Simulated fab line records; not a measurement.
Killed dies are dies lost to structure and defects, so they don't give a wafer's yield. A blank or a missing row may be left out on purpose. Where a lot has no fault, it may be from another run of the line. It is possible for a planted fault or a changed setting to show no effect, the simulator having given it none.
fab line records -- flow rit_cmos
record: lots: 7, wafers: 21, last_day: 7
route steps=202 shown NWELL@38 PWELL@39 WELLDRIVE@50 NRETRO@53 M1@202
lots with no fault: from the same line, run without faults
start_h: hours from the record's first day to the start of the lot's first wafer shown -- wait_h: how many hours have passed since the lot's step before this one -- " same as the row above -- L1.1+2: one row covering several wafers at once -- - either no value or no given start -- * or withheld: withheld -- < > ~ a bound
route shown NAME@n: NAME is a module with steps in the file, n the number in the route of the first one -- usual: average and standard deviation across the fault-free wafers -- same: alike in all rows -- chamber/n: place in a boat -- sites: each site's reading -- _std_site: the values' standard deviation -- _edge_site: inner sites' mean taken away from outer sites' mean -- radius_mm: for every site, how far away it sits from the centre of the wafer -- mask NAME#n: copy n -- behind: the tool/chamber that last shaped the wafer -- hold: what put the lot on hold/how long, in hours/how the hold closed -- device: the n, p or np transistor that did not switch -- end of line: at the end of the route, the tests of the same wafers -- a step without rows: its recipe alone -- killed: dies that structure and defects cost at the first sort, which is not the same as the wafer's yield -- map: a wafer's dies, marking killed ones x, the rest . and places with no die _
set.NAME: the setting the step ran with; set.NAME@STEP: the setting that earlier step ran with -- model.NAME: the simulator's own value behind a step, which no gauge read
lots at selected steps of the route; one table per step, one row per wafer
services: when a tool's chamber went out of use (start_h, in hours from the record's first day, below 0 if earlier), for how many hours, and the reason
== steps ==
step: RIT_NWELL_TW_MEAS_10
usual: NWELL_TW: 2162/11
lot.wafer,tool,chamber,start_h,wait_h,NWELL_TW
L342.2,film_metro-03,-,21.97,0.1,2153
L342.4,film_metro-03,-,21.97,0.1,2166
L342.5,film_metro-03,-,21.97,0.1,2164
L348.1,film_metro-01,-,50.74,0.1,2145
L348.2,film_metro-01,-,50.74,0.1,2146
L348.4,film_metro-01,-,50.74,0.1,2143
L350.3,film_metro-03,-,61.97,0.1,2174
L350.4,film_metro-03,-,61.97,0.1,2174
L350.5,film_metro-03,-,61.97,0.1,2185
L351.2,film_metro-02,-,66.01,0.1,2180
L351.5,film_metro-02,-,66.01,0.1,2180
L351.6,film_metro-02,-,66.01,0.1,2183
L353.3,film_metro-01,-,78.37,0.1,2151
L353.5,film_metro-01,-,78.37,0.1,2146
L353.6,film_metro-01,-,78.37,0.1,2144
L354.2,film_metro-02,-,81.06,0.1,2164
L354.3,film_metro-02,-,81.06,0.1,2162
L354.4,film_metro-02,-,81.06,0.1,2171
L363.1,film_metro-01,-,127.01,0.1,2165
L363.2,film_metro-01,-,127.01,0.1,2156
L363.5,film_metro-01,-,127.01,0.1,2142
step: RIT_PWELL_HMDS_00
recipe: prime_time_s: 60, prime_temp_c: 140
step: RIT_PWELL_COAT_01
recipe: resist: NOVOLAK, spin_rpm: 1959, resist_thk_nm: 1300
step: RIT_PWELL_SOFTBAKE_02
recipe: resist: NOVOLAK, temp_c: 90, time_s: 60
step: RIT_PWELL_EXPOSE_03
recipe: mask_id: M3, na: 0.57, target_cd_nm: 43700, dose_mj: 250
step: RIT_PWELL_PEB_04
recipe: resist: NOVOLAK, temp_c: withheld, time_s: withheld
step: RIT_PWELL_DEVELOP_05
recipe: resist: NOVOLAK, develop_time_s: 68, dev_temp_c: 23
step: RIT_PWELL_OVL_MEAS_06
usual: PWELL_OVL: -0.2/1.3
lot.wafer,tool,chamber,start_h,wait_h,PWELL_OVL[nm]
L342.2,overlay-02,-,23.00,-,0.6
L342.4,overlay-02,-,23.00,-,0.8
L342.5,overlay-02,-,23.00,-,0.5
L348.1,overlay-02,-,51.95,-,1.0
L348.2,overlay-02,-,51.95,-,1.4
L348.4,overlay-02,-,51.95,-,0.0
L350.3,overlay-01,-,63.16,-,-0.2
L350.4,overlay-01,-,63.16,-,-0.6
L350.5,overlay-01,-,63.16,-,-0.2
L351.2,overlay-01,-,67.11,-,3.3
L351.5,overlay-01,-,67.11,-,0.9
L351.6,overlay-01,-,67.11,-,0.2
L353.3,overlay-02,-,79.43,-,-0.1
L353.5,overlay-02,-,79.43,-,1.4
L353.6,overlay-02,-,79.43,-,1.0
L354.2,overlay-01,-,82.03,-,-0.3
L354.3,overlay-01,-,82.03,-,-0.8
L354.4,overlay-01,-,82.03,-,-0.1
L363.1,overlay-02,-,128.20,-,-0.6
L363.2,overlay-02,-,128.20,-,-3.1
L363.5,overlay-02,-,128.20,-,-3.2
step: RIT_PWELL_HARDBAKE_07
recipe: resist: NOVOLAK, temp_c: 140, time_s: 120
step: RIT_PWELL_IMPLANT_08
recipe: species: B, energy_kev: 170, dose_cm2: 7e+13, tilt_deg: 7
step: RIT_PWELL_STRIP_09
recipe: chemistry: O2, time_s: 180, resist: NOVOLAK, platen_temp_c: withheld, power_w: 500, pressure_mtorr: 4000, o2_flow_sccm: 4000
usual: drypump_motor_current_A: 5.4/0.46
lot.wafer,tool,chamber,start_h,wait_h,drypump_motor_current_A,rf_hours_counter_h
L342.2,plasma_asher-04,0,23.43,0.1,5.3,23
L342.4,plasma_asher-04,0,23.43,0.1,5.3,-
L342.5,plasma_asher-04,0,23.43,0.1,5.3,-
L348.1,plasma_asher-01,0,52.39,0.1,4.7,40
L348.2,plasma_asher-01,1,52.39,0.1,5.2,40
L348.4,plasma_asher-01,1,52.39,0.1,5.2,-
L350.3,plasma_asher-04,0,63.65,0.1,5.3,-
L350.4,plasma_asher-04,1,63.65,0.1,5.8,-
L350.5,plasma_asher-04,1,63.65,0.1,5.8,-
L351.2,plasma_asher-02,0,67.54,0.1,5.9,44
L351.5,plasma_asher-02,1,67.54,0.1,5.8,-
L351.6,plasma_asher-02,0,67.54,0.1,5.9,-
L353.3,plasma_asher-04,1,79.91,0.1,5.8,-
L353.5,plasma_asher-04,1,79.91,0.1,5.8,-
L353.6,plasma_asher-04,0,79.91,0.1,5.3,-
L354.2,plasma_asher-04,1,82.46,0.1,5.7,29
L354.3,plasma_asher-04,1,82.46,0.1,5.8,-
L354.4,plasma_asher-04,0,82.46,0.1,5.3,-
L363.1,plasma_asher-02,1,128.64,0.1,5.8,1
L363.2,plasma_asher-02,0,128.64,0.1,5.9,1
L363.5,plasma_asher-02,0,128.64,0.1,5.9,-
step: RIT_PWELL_TW_MEAS_10
usual: PWELL_TW: 961/5
lot.wafer,tool,chamber,start_h,wait_h,PWELL_TW
L342.2,film_metro-01,-,23.62,0.1,962
L342.4,film_metro-01,-,23.62,0.1,961
L342.5,film_metro-01,-,23.62,0.1,964
L348.1,film_metro-03,-,52.56,0.1,970
L348.2,film_metro-03,-,52.56,0.1,968
L348.4,film_metro-03,-,52.56,0.1,968
L350.3,film_metro-01,-,63.78,0.1,953
L350.4,film_metro-01,-,63.78,0.1,958
L350.5,film_metro-01,-,63.78,0.1,949
L351.2,film_metro-02,-,67.72,0.1,968
L351.5,film_metro-02,-,67.72,0.1,963
L351.6,film_metro-02,-,67.72,0.1,968
L353.3,film_metro-02,-,80.05,0.1,959
L353.5,film_metro-02,-,80.05,0.1,961
L353.6,film_metro-02,-,80.05,0.1,957
L354.2,film_metro-01,-,82.64,0.1,947
L354.3,film_metro-01,-,82.64,0.1,948
L354.4,film_metro-01,-,82.64,0.1,950
L363.1,film_metro-03,-,128.81,0.1,966
L363.2,film_metro-03,-,128.81,0.1,963
L363.5,film_metro-03,-,128.81,0.1,962
step: RIT_WELLDRIVE_ANNEAL_00
recipe: temp_c: 1100, time_s: 14700, ambient: N2
usual: spike_tc_centre_C: 1103.1/1.1, spike_tc_load_C: 1127/3.4, zone_power_centre_pct: 52.9/1.9
lot.wafer,tool,chamber,start_h,wait_h,spike_tc_centre_C,spike_tc_load_C,zone_power_centre_pct
L342.2,furnace-03,0,23.67,0.0,1102.5,1123,52.7
L342.4,furnace-03,0,23.67,0.0,1102.3,1122,52.1
L342.5,furnace-03,0,23.67,0.0,1102.7,1122,53.3
L348.1,furnace-02,0,52.62,0.1,1104.7,1128,55.4
L348.2,furnace-02,0,52.62,0.1,1104.9,1128,54.6
L348.4,furnace-02,0,52.62,0.1,1103.2,1129,55.0
L350.3,furnace-02,0,63.82,0.0,1067.2,1129,35.8
L350.4,furnace-02,0,63.82,0.0,1068.8,1131,36.0
L350.5,furnace-02,0,63.82,0.0,1070.0,1128,35.7
L351.2,furnace-02,0,68.91,1.2,1068.6,1127,35.9
L351.5,furnace-02,0,68.91,1.2,1069.4,1129,35.8
L351.6,furnace-02,0,68.91,1.2,1068.0,1130,36.6
L353.3,furnace-04,0,80.09,0.0,1103.1,1131,50.0
L353.5,furnace-04,0,80.09,0.0,1104.1,1131,50.2
L353.6,furnace-04,0,80.09,0.0,1104.0,1130,50.7
L354.2,furnace-02,0,82.69,0.0,1068.5,1129,36.3
L354.3,furnace-02,0,82.69,0.0,1068.7,1129,36.3
L354.4,furnace-02,0,82.69,0.0,1067.4,1127,35.1
L363.1,furnace-03,0,128.87,0.1,1101.9,1124,52.8
L363.2,furnace-03,0,128.87,0.1,1099.8,1123,52.7
L363.5,furnace-03,0,128.87,0.1,1101.9,1122,53.0
step: RIT_WELLDRIVE_RS_MEAS_01
recipe: thk_meas_gauge: four-point-probe
usual: NWELL_RS: 275.5/0.81
lot.wafer,tool,chamber,start_h,wait_h,NWELL_RS[ohm/sq]
L342.2,film_metro-01,-,28.77,0.0,275.7
L342.4,film_metro-01,-,28.77,0.0,274.9
L342.5,film_metro-01,-,28.77,0.0,274.8
L348.1,film_metro-01,-,57.71,0.0,275.9
L348.2,film_metro-01,-,57.71,0.0,276.4
L348.4,film_metro-01,-,57.71,0.0,276.6
L350.3,film_metro-01,-,68.95,0.0,300.0
L350.4,film_metro-01,-,68.95,0.0,301.7
L350.5,film_metro-01,-,68.95,0.0,299.4
L351.2,film_metro-02,-,74.01,0.0,298.1
L351.5,film_metro-02,-,74.01,0.0,297.8
L351.6,film_metro-02,-,74.01,0.0,295.0
L353.3,film_metro-02,-,85.21,0.0,275.3
L353.5,film_metro-02,-,85.21,0.0,275.8
L353.6,film_metro-02,-,85.21,0.0,275.8
L354.2,film_metro-02,-,87.79,0.0,287.9
L354.3,film_metro-02,-,87.79,0.0,284.4
L354.4,film_metro-02,-,87.79,0.0,281.0
L363.1,film_metro-02,-,133.96,0.0,275.9
L363.2,film_metro-02,-,133.96,0.0,275.7
L363.5,film_metro-02,-,133.96,0.0,275.2
step: RIT_WELLDRIVE_RS_MEAS_02
recipe: thk_meas_gauge: four-point-probe
usual: PWELL_RS: 429.4/1.2
lot.wafer,tool,chamber,start_h,wait_h,PWELL_RS[ohm/sq]
L342.2,film_metro-01,-,28.89,0.1,428.5
L342.4,film_metro-01,-,28.89,0.1,427.3
L342.5,film_metro-01,-,28.89,0.1,426.8
L348.1,film_metro-01,-,57.83,0.1,430.4
L348.2,film_metro-01,-,57.83,0.1,429.6
L348.4,film_metro-01,-,57.83,0.1,430.2
L350.3,film_metro-01,-,69.07,0.1,453.6
L350.4,film_metro-01,-,69.07,0.1,454.1
L350.5,film_metro-01,-,69.07,0.1,453.4
L351.2,film_metro-02,-,74.13,0.1,453.7
L351.5,film_metro-02,-,74.13,0.1,455.2
L351.6,film_metro-02,-,74.13,0.1,450.6
L353.3,film_metro-02,-,85.33,0.1,427.1
L353.5,film_metro-02,-,85.33,0.1,428.5
L353.6,film_metro-02,-,85.33,0.1,428.3
L354.2,film_metro-02,-,87.91,0.1,444.2
L354.3,film_metro-02,-,87.91,0.1,440.2
L354.4,film_metro-02,-,87.91,0.1,437.3
L363.1,film_metro-02,-,134.08,0.1,428.0
L363.2,film_metro-02,-,134.08,0.1,430.3
L363.5,film_metro-02,-,134.08,0.1,428.6
step: RIT_NRETRO_HMDS_00
recipe: prime_time_s: 60, prime_temp_c: 140
step: RIT_M1_PROBE_99
usual: killed_at_M0_to_M3: 0.0/0.083, killed_at_contacts: 0.0/0.18, killed_at_front_end: 6/3.1, killed_dies: 6/3.1, killed_open: 3.4/1.9, killed_short: 3.1/2
same: gross_dies: 264, killed_at_M4_up: 0, killed_at_back_side: 0, killed_at_other: 0
lot.wafer,tool,chamber,start_h,wait_h,killed_at_M0_to_M3,killed_at_contacts,killed_at_front_end,killed_dies,killed_open,killed_short,model.etest.pmos_0p3.r_on_ohm_um,model.etest.nwell_pinched.rs_ohm_sq,model.etest.pwell_pinched.rs_ohm_sq,model.etest.pwell.rs_ohm_sq,model.etest.pmos_narrow.drive_ua_um,model.etest.pmos_0p3.drive_ua_um,model.etest.field_n.vt_v,model.etest.field_p_metal.vt_v
L342.2,prober-02,-,57.00,0.1,0,0,15,15,5,10,6363,334.8,459.8,413.5,100.7,100.1,34.77,-30.04
L342.4,prober-02,-,57.10,0.2,0,0,6,6,4,2,6356,333.8,459.2,415.9,99.35,98.21,35.54,-30.09
L342.5,prober-02,-,57.15,0.2,0,1,11,12,8,4,6343,332.5,452.4,412.9,99.66,99.81,36.13,-29.79
L348.1,prober-01,-,86.91,0.1,0,0,6,6,2,4,6189,340.5,462.9,416,102.3,101.7,34.95,-30.18
L348.2,prober-01,-,86.96,0.1,0,0,5,5,2,3,6188,345.4,466.9,421.8,104.5,103.9,34.69,-29.89
L348.4,prober-01,-,87.06,0.2,0,1,9,10,4,6,6095,339.4,458.6,419.9,104.9,104.8,35.26,-30.3
L350.3,prober-01,-,98.64,0.2,0,0,9,9,3,6,6708,384.8,480.9,436.4,91.05,91.03,38.11,-26.88
L350.4,prober-01,-,98.69,0.2,0,0,4,4,4,0,6651,383.7,489.3,446.2,91.76,92.49,38.97,-26.92
L350.5,prober-01,-,98.74,0.2,0,0,6,6,1,5,6563,388.6,492.3,444.5,93.19,92.26,37.39,-28
L351.2,prober-02,-,103.72,0.1,0,0,5,5,4,1,6375,380.5,481.4,436,95.06,95.92,36.08,-28.67
L351.5,prober-02,-,103.87,0.2,0,0,8,8,6,2,6292,388.8,488.7,436,97.73,97.71,34.81,-30.35
L351.6,prober-02,-,103.92,0.2,0,0,9,9,5,4,6524,377.9,474.9,430.1,95.02,94.67,34.33,-30.87
L353.3,prober-02,-,114.85,0.2,0,0,10,10,6,4,6457,342.6,459.8,412.6,99.22,98.36,35.68,-29.27
L353.5,prober-02,-,114.95,0.2,0,0,10,10,6,4,6463,338.7,456.5,415.8,98.4,98.23,35.57,-29.96
L353.6,prober-02,-,115.00,0.2,0,0,17,17,5,12,6518,339.6,452.4,414.6,98.57,97.72,35.98,-29.71
L354.2,prober-01,-,116.55,0.1,1,0,6,7,2,5,6552,365,474.6,427.4,96.91,94.44,35.21,-30.08
L354.3,prober-01,-,116.60,0.2,0,0,10,10,3,7,6480,359.9,472.2,421.9,100,97.55,34.66,-30.63
L354.4,prober-01,-,116.65,0.2,0,0,6,6,5,1,6365,351.7,477.9,426.5,100.3,99.23,34.83,-30.28
L363.1,prober-02,-,163.39,0.1,0,0,7,7,1,6,6395,339,455.9,417.7,97.21,96.36,34.64,-29.51
L363.2,prober-02,-,163.44,0.1,0,0,7,7,4,3,6321,335.5,454.1,415.7,99.56,99.09,33.98,-29.86
L363.5,prober-02,-,163.59,0.2,0,0,3,3,2,1,6337,335.2,459.2,416.2,97.81,98.38,34.34,-30.11
killed by level:class
L342.2 GATE:geometric_particle:short=5 FOX1:geometric_particle:short=2 GATE:geometric_particle:open=2 REOX:geometric_particle:short=2 REOX:geometric_particle:open=2 FOX2:geometric_particle:short=1 SILICIDE:geometric_particle:open=1
L342.4 GATE:geometric_particle:open=2 FOX1:geometric_particle:open=1 FOX1:geometric_particle:short=1 GATE:geometric_particle:short=1 SILICIDE:geometric_particle:open=1
L342.5 GATE:geometric_particle:open=5 GATE:geometric_particle:short=3 FOX1:geometric_particle:open=2 REOX:geometric_particle:short=1 CONTACT:geometric_particle:open=1
L348.1 GATE:geometric_particle:short=2 FOX2:geometric_particle:short=1 REOX:geometric_particle:open=1 REOX:geometric_particle:short=1 SILICIDE:geometric_particle:open=1
L348.2 GATE:geometric_particle:short=2 FOX1:geometric_particle:short=1 FOX2:geometric_particle:open=1 SPACER:geometric_particle:open=1
L348.4 GATE:geometric_particle:open=2 GATE:geometric_particle:short=2 FOX1:geometric_particle:short=1 FOX2:geometric_particle:short=1 REOX:geometric_particle:short=1 REOX:geometric_particle:open=1 SILICIDE:geometric_particle:short=1 CONTACT:geometric_particle:open=1
L350.3 GATE:geometric_particle:open=3 SILICIDE:geometric_particle:short=3 GATE:geometric_particle:short=2 REOX:geometric_particle:short=1
L350.4 GATE:geometric_particle:open=2 FOX2:geometric_particle:open=1 SPACER:geometric_particle:open=1
L350.5 GATE:geometric_particle:short=4 FOX2:geometric_particle:open=1 SPACER:geometric_particle:short=1
L351.2 FOX1:geometric_particle:open=2 GATE:geometric_particle:short=1 GATE:geometric_particle:open=1 REOX:geometric_particle:open=1
L351.5 GATE:geometric_particle:open=3 FOX1:geometric_particle:open=1 REOX:geometric_particle:short=1 REOX:geometric_particle:open=1 SPACER:geometric_particle:open=1 SPACER:geometric_particle:short=1
L351.6 FOX1:geometric_particle:open=3 SPACER:geometric_particle:short=2 ACTIVE:geometric_particle:short=1 FOX1:geometric_particle:short=1 GATE:geometric_particle:open=1 SPACER:geometric_particle:open=1
L353.3 GATE:geometric_particle:open=2 SILICIDE:geometric_particle:open=2 FOX2:geometric_particle:open=1 GATE:geometric_particle:short=1 REOX:geometric_particle:open=1 REOX:geometric_particle:short=1 SPACER:geometric_particle:short=1 SILICIDE:geometric_particle:short=1
L353.5 SPACER:geometric_particle:open=3 FOX2:geometric_particle:short=2 FOX1:geometric_particle:short=1 FOX1:geometric_particle:open=1 FOX2:geometric_particle:open=1 GATE:geometric_particle:short=1 SILICIDE:geometric_particle:open=1
L353.6 SILICIDE:geometric_particle:short=4 GATE:geometric_particle:short=3 SPACER:geometric_particle:short=2 SILICIDE:geometric_particle:open=2 ACTIVE:geometric_particle:short=1 FOX1:geometric_particle:open=1 FOX2:geometric_particle:short=1 GATE:geometric_particle:open=1
L354.2 ACTIVE:geometric_particle:short=1 FOX1:geometric_particle:short=1 GATE:geometric_particle:short=1 SPACER:geometric_particle:open=1 SILICIDE:geometric_particle:open=1 SILICIDE:geometric_particle:short=1 M1:geometric_particle:short=1
L354.3 FOX2:geometric_particle:short=2 GATE:geometric_particle:open=2 FOX1:geometric_particle:short=1 FOX1:geometric_particle:open=1 GATE:geometric_particle:short=1 REOX:geometric_particle:short=1 SPACER:geometric_particle:short=1 SILICIDE:geometric_particle:short=1
L354.4 FOX2:geometric_particle:open=2 GATE:geometric_particle:short=1 GATE:geometric_particle:open=1 SPACER:geometric_particle:open=1 SILICIDE:geometric_particle:open=1
L363.1 GATE:geometric_particle:short=4 GATE:geometric_particle:open=1 REOX:geometric_particle:short=1 SPACER:geometric_particle:short=1
L363.2 GATE:geometric_particle:open=3 GATE:geometric_particle:short=3 REOX:geometric_particle:open=1
L363.5 FOX1:geometric_particle:open=1 GATE:geometric_particle:short=1 GATE:geometric_particle:open=1
== services ==
tool,chamber,start_h,hours,kind
furnace-04,-,5.70,4.3,pm
furnace-02,-,12.02,4.2,pm
furnace-03,-,12.77,2.6,repair
plasma_asher-02,-,108.75,9.0,pm
plasma_asher-02,0,108.75,9.0,vent_cycle
plasma_asher-02,1,108.75,9.0,vent_cycle
furnace-03,-,117.33,3.8,pm
plasma_asher-02,0,117.75,-,clean
plasma_asher-02,1,117.75,-,clean
== key ==
first_sign: step: RIT_WELLDRIVE_ANNEAL_00, reading: spike_tc_centre_C, direction: down, sigmas: 30, usual: 1103.1, struck: 1068.5
effect: step: RIT_WELLDRIVE_ANNEAL_00, reading: zone_power_centre_pct, direction: down, sigmas: 9.1, usual: 52.9, struck: 35.9
effect: step: RIT_WELLDRIVE_RS_MEAS_01, reading: NWELL_RS, direction: up, sigmas: 23, usual: 275.5, struck: 293.9
effect: step: RIT_WELLDRIVE_RS_MEAS_02, reading: PWELL_RS, direction: up, sigmas: 16, usual: 429.4, struck: 449.1
model_effect: step: RIT_M1_PROBE_99, value: etest.pmos_0p3.r_on_ohm_um, without: 6318, struck: 6501
met_at RIT_WELLDRIVE_ANNEAL_00
struck_wafers L350.3,L350.4,L350.5,L351.2,L351.5,L351.6,L354.2,L354.3,L354.4
tester_left_out L350,L351,L354
fault: kind: process_parameter_drift, tool: furnace-02, chamber: -, onset_h: 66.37, steps: RIT_WELLDRIVE_ANNEAL_00, channel: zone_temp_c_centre, offset: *, shape: step, end_h: 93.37
tester_left_out: of these lots the tester's yield and bins aren't shown, on N5 and GAA mostly nor the transistor test; their killed dies are dies lost to structure and defects alone, not to doping, threshold or leakage, so they don't give the yield
